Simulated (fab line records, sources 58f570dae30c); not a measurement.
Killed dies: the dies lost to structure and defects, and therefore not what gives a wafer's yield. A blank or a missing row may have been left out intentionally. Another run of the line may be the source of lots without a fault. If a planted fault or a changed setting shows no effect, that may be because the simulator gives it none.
Comparing a struck lot with a sound one | flow berkeley cmos170 | 14 out of 331 route steps
Sound: these wafers, L262.1, L262.3, L262.5. Wafers struck: L267.2, L267.3, L267.5. The cause comes at the end.
Order at every step that has rows: each side's tool, ch and its chambers, its first start. Under that, the readings that differ: sound wafers | struck wafers | difference of the means | sigmas: that difference in standard deviations of wafers without a fault.
alike: same words and numbers on both sides, and readings whose means sit less than 2 such deviations apart. not compared: any withheld reading, any reading some wafer has no value for, any bound like >300 that may hide the same value, and any number with overlapping values for which the record gives no deviation.
A row with sigmas, a row that says differs or no value, or rows on one side alone: a step with any of these is where the two part. Numbers that don't overlap but have no deviation are shown without sigmas and don't part them. A reading missing from all wafers of one side parts the sides only when that side holds two or more wafers.

first, 5 steps without rows for these wafers: UCB170_WELLDRIVE_ANNEAL_03 (time 900 s); UCB170_WELLDRIVE_WET_ETCH_04 (etches SiO2 in BOE, time 120 s); UCB170_ACTIVE_CLEAN_00 (cleans in SPM, time 600 s); UCB170_ACTIVE_CLEAN_01 (cleans in dHF, time 60 s); UCB170_ACTIVE_OXIDATION_02 (target thk 26.4 nm, ox time 1260 s).
UCB170_ACTIVE_THK_MEAS_03:
  sound on film metro-03, day 6 17:49; struck on film metro-02, day 6 21:52
  alike: ACTIVE_OXIDE_THK
then, 2 steps without rows for these wafers: UCB170_ACTIVE_ANNEAL_04 (time 900 s); UCB170_ACTIVE_CVD_05 (deposits Si3N4 from SiH2Cl2/NH3, target thk 220 nm, time 3300 s).
UCB170_ACTIVE_THK_MEAS_06:
  sound on film metro-02, day 7 00:45; struck on film metro-04, day 7 05:17
  alike: ACTIVE_NITRIDE_THK
then, 3 steps without rows for these wafers: UCB170_ACTIVE_HMDS_07 (prime time 60 s); UCB170_ACTIVE_COAT_08 (resist thk 900 nm); UCB170_ACTIVE_SOFTBAKE_09 (time 60 s).
UCB170_ACTIVE_EXPOSE_10: exposes mask ACTIVE, target cd 1200 nm.
  struck on krf scanner-02, day 7 07:13; sound on krf scanner-02 ch 0, day 7 02:49
  no value came back on the struck wafers for exposure dose mJ cm2, focus offset nm (nm), na; on the sound wafers exposure dose mJ cm2 reads 20.01 19.98 19.97
  alike: mask
following that, these wafers have no rows for 1 step: UCB170_ACTIVE_PEB_11.

WHERE THEY PART
Within this record, at UCB170_ACTIVE_EXPOSE_10 only.

WHY: what had been put in by the simulator
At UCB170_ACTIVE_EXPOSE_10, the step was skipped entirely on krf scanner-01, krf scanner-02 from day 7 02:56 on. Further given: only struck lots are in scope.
